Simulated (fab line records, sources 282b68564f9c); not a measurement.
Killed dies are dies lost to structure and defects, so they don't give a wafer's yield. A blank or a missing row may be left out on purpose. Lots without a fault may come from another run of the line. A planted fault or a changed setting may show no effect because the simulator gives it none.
Split-lot experiment | flow rit_cmos | 5 lots, 23 wafers read, on a route of 202 steps

THE SPLIT
At RIT_FOX1_OXIDATION_00 (target thk 350.7 nm, ox time 1130 s), the setting ox_time_s was moved away from the recipe's 1130 s on 15 of the 23 wafers read, by -10.3% to +9.7%. The other wafers ran this setting at the recipe's value.

The reading is taken at the split's own step.

THE READING
SiO2_of_FOX1_OXIDATION_00.thk_nm (the simulator's own value, which no gauge read), in nm, at RIT_FOX1_OXIDATION_00 (target thk 350.7 nm, ox time 1130 s). The file gives no usual value for it. The 8 wafers here that ran the recipe average 348.9 nm, standard deviation 7.5 nm.

wafer  | tool, chamber at the split | ox_time_s as run, s | against the recipe | SiO2_of_FOX1_OXIDATION_00.thk_nm, nm | against lot-mates on the recipe
L074.2 | -, -                       | 1056                | -6.5%              | 334.1                                | no lot-mate on the recipe
L074.3 | -, -                       | 1056                | -6.5%              | 335.4                                | no lot-mate on the recipe
L074.4 | -, -                       | 1056                | -6.5%              | 340.9                                | no lot-mate on the recipe
L074.5 | -, -                       | 1056                | -6.5%              | 338.7                                | no lot-mate on the recipe
L074.6 | -, -                       | 1056                | -6.5%              | 341.4                                | no lot-mate on the recipe
L076.2 | furnace-04, 0              | 1130                | recipe             | 336.5                                | -
L076.5 | furnace-04, 0              | 1130                | recipe             | 343.4                                | -
L076.6 | furnace-04, 0              | 1130                | recipe             | 338.7                                | -
L080.1 | -, -                       | 1130                | recipe             | 355.1                                | -
L080.3 | -, -                       | 1130                | recipe             | 355.2                                | -
L080.4 | -, -                       | 1130                | recipe             | 354.7                                | -
L080.5 | -, -                       | 1130                | recipe             | 355.8                                | -
L080.6 | -, -                       | 1130                | recipe             | 351.7                                | -
L081.1 | -, -                       | 1240                | +9.7%              | 358.7                                | no lot-mate on the recipe
L081.2 | -, -                       | 1240                | +9.7%              | 360.3                                | no lot-mate on the recipe
L081.4 | -, -                       | 1240                | +9.7%              | 365.5                                | no lot-mate on the recipe
L081.5 | -, -                       | 1240                | +9.7%              | 360.5                                | no lot-mate on the recipe
L081.6 | -, -                       | 1240                | +9.7%              | 353.6                                | no lot-mate on the recipe
L084.2 | -, -                       | 1014                | -10.3%             | 331.2                                | no lot-mate on the recipe
L084.3 | -, -                       | 1014                | -10.3%             | 331.2                                | no lot-mate on the recipe
L084.4 | -, -                       | 1014                | -10.3%             | 329.1                                | no lot-mate on the recipe
L084.5 | -, -                       | 1014                | -10.3%             | 338.8                                | no lot-mate on the recipe
L084.6 | -, -                       | 1014                | -10.3%             | 326.7                                | no lot-mate on the recipe

THE FIT
A straight line over all 23 wafers: SiO2_of_FOX1_OXIDATION_00.thk_nm changes by +1.42 nm for each +1% of ox_time_s; r = +0.88; the points scatter about the line by 5.7 nm.
Too few moved wafers have a lot-mate on the recipe to fit a line with each lot's own level taken away.

THE FILE'S OWN FIT
SiO2_of_FOX1_OXIDATION_00.thk_nm changes by +1.42 nm for each +1% of ox_time_s, r = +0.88.
